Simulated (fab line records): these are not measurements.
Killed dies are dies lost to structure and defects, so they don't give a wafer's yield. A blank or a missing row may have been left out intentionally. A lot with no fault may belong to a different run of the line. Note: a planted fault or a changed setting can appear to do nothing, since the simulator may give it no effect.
Split-lot trial | flow berkeley-cmos170 | 23 wafers read from 5 lots, route of 331 steps

ABOUT THE SPLIT
At UCB170_START_OXIDATION_02 (target thk 20 nm, ox time 1800 s), the setting temp-c was moved away from the recipe's 950 C on 10 of the 23 wafers read, by -1.1% to +1.6%. For the rest of the wafers, this setting stayed at what the recipe calls for.

No step appears in the file between the split and the reading.

THE READING
START_OXIDE_THK at UCB170_START_THK_MEAS_03, in nm. Typical for fault-free wafers on this fab line: 20.1 nm, with standard deviation 0.33 nm.

wafer  | tool, chamber at the split | temp-c as run, C | against the recipe | START_OXIDE_THK, nm | against lot-mates on the recipe
L074.1 | -, -                       | 950              | recipe             | 20.5                | -
L074.2 | -, -                       | 950              | recipe             | 20.3                | -
L074.3 | -, -                       | 950              | recipe             | 20.4                | -
L074.4 | -, -                       | 950              | recipe             | 20.5                | -
L074.6 | -, -                       | 950              | recipe             | 20.7                | -
L075.1 | -, -                       | 950              | recipe             | 20.3                | -
L075.3 | -, -                       | 950              | recipe             | 20.3                | -
L075.4 | -, -                       | 950              | recipe             | 20.6                | -
L075.5 | -, -                       | 950              | recipe             | 20.3                | -
L075.6 | -, -                       | 950              | recipe             | 20.0                | -
L077.1 | -, -                       | 939.1            | -1.1%              | 17.2                | no lot-mate on the recipe
L077.2 | -, -                       | 939.1            | -1.1%              | 17.1                | no lot-mate on the recipe
L077.3 | -, -                       | 939.1            | -1.1%              | 17.0                | no lot-mate on the recipe
L077.5 | -, -                       | 939.1            | -1.1%              | 17.0                | no lot-mate on the recipe
L077.6 | -, -                       | 939.1            | -1.1%              | 16.9                | no lot-mate on the recipe
L078.2 | -, -                       | 965.6            | +1.6%              | 23.6                | no lot-mate on the recipe
L078.3 | -, -                       | 965.6            | +1.6%              | 23.5                | no lot-mate on the recipe
L078.4 | -, -                       | 965.6            | +1.6%              | 23.6                | no lot-mate on the recipe
L078.5 | -, -                       | 965.6            | +1.6%              | 23.6                | no lot-mate on the recipe
L078.6 | -, -                       | 965.6            | +1.6%              | 23.8                | no lot-mate on the recipe
L083.1 | furnace-02, 0              | 950              | recipe             | 19.4                | -
L083.2 | furnace-02, 0              | 950              | recipe             | 19.4                | -
L083.4 | furnace-02, 0              | 950              | recipe             | 19.7                | -

THE FIT
A straight line over all 23 wafers: START_OXIDE_THK changes by +2.33 nm for each +1% of temp-c; r = +0.98; the points scatter about the line by 0.4 nm.
Too few moved wafers with a lot-mate on the recipe to fit a line net of each lot's own level.

THE WHOLE CHAIN: every reading that the file lists as answering this split, in the file's order
step                      | what it does                     | reading                                                                            | change (the file's fit)              | r (the file's)
UCB170_START_OXIDATION_02 | target thk 20 nm, ox time 1800 s | SiO2_of_START_OXIDATION_02.thk-nm (the simulator's own value, which no gauge read) | +2.33 nm for each +1% of the setting | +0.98
UCB170_START_THK_MEAS_03  |                                  | START_OXIDE_THK                                                                    | +2.33 for each +1% of the setting    | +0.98

FILE'S OWN FIT
START_OXIDE_THK changes by +2.33 nm for each +1% of temp-c, r = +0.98.
